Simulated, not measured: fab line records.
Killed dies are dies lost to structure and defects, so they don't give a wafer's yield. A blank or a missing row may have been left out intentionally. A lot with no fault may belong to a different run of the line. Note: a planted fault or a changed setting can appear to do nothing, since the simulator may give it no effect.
One fault seen from 2 desks    flow rit-cmos    numbers are kept per desk, each desk with only its own; the story behind them comes last

DESK OF THE TOOL OWNER: lpcvd-02
The tool's own readings at RIT_GATE_CVD_08 (deposits poly-Si from SiH4, target thk 250 nm, time 2220 s): means of the sampled wafers that have a number, for each lot that ran on this tool. The brackets show how far a lot's mean lies from the usual mean; more than 4 standard deviations puts the lot out of limits, marked OUT.
Columns: A = zone-power-load-pct at RIT_GATE_CVD_08, usual 12.8 %
lot   first seen here  A
L294  day 3 21:31      10.6
L297  day 4 12:55      14.2
L300  day 5 04:01      10.5
L301  day 5 04:01      10.5
L302  day 5 07:44      14.1
L303  day 5 13:19      14.2
L305  day 5 23:05      14.2
This desk's verdict: no lot among the 7 shows anything out of limits.

THE METROLOGY DESK
What the gauges read, lot by lot, whatever tool the lot ran on: means of the sampled wafers that have a number. The brackets show how far a lot's mean lies from the usual mean; more than 4 standard deviations puts the lot out of limits, marked OUT.
Columns: A = ACTIVE_NITRIDE_THK at RIT_ACTIVE_THK_MEAS_04, usual 148.4 nm; B = NWELL_OVL at RIT_NWELL_OVL_MEAS_06, usual 0.1 nm; C = GATE_POLY_THK at RIT_GATE_THK_MEAS_09, usual 249.4 nm; D = CONTACT_OVL at RIT_CONTACT_OVL_MEAS_09, usual -0.4 nm
lot   first seen here  A      B     C                D
L289  day 1 13:33      147.9  -2.0  252.6            -1.7
L290  day 1 20:28      149.6  0.8   248.9            -0.7
L291  day 1 23:33      150.8  -1.8  249.8            -3.4
L292  day 2 05:16      147.0  -0.1  252.4            0.1
L293  day 2 09:35      150.9  -0.6  248.4            -1.5
L294  day 2 17:58      148.8  0.7   248.2            -0.2
L295  day 2 21:23      148.6  -0.4  251.3            -2.0
L296  day 3 00:32      149.6  -1.1  252.9            -1.4
L297  day 3 07:33      150.0  1.1   249.8            -0.1
L298  day 3 11:25      145.7  1.6   247.5            0.8
L300  day 3 21:25      145.9  1.1   249.6            2.1
L301  day 4 01:33      147.8  -0.9  248.7            -1.9
L302  day 4 08:02      148.3  0.9   176.2 (-32) OUT  0.5
L303  day 4 11:43      147.4  0.4   179.8 (-30) OUT  1.5
L305  day 4 21:32      149.4  1.2   174.3 (-33) OUT  0.5
Per this desk, out of limits: L302, L303, L305; the first was L302, day 5 09:20 (GATE_POLY_THK at RIT_GATE_THK_MEAS_09). L289, L290, L291, L292, L293, L294, L295, L296, L297, L298, L300, L301 stayed within limits.

ALL TOGETHER
On L302, L303, L305, the metrology desk was in a position to raise an alarm at day 5 09:20.
The tool owner's desk saw nothing out of limits.
The tool owner's desk has L302, L303, L305 on record, within its limits.
RIT_GATE_CVD_08 was run on lpcvd-02 by each of the lots named.

WHAT THE SIMULATOR HAD INSERTED
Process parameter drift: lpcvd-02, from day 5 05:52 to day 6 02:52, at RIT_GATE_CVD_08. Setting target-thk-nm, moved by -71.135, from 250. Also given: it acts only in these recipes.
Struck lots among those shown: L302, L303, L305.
Time in hours between the start of the fault and the first out-of-limits reading at each desk: metrology desk, 3.
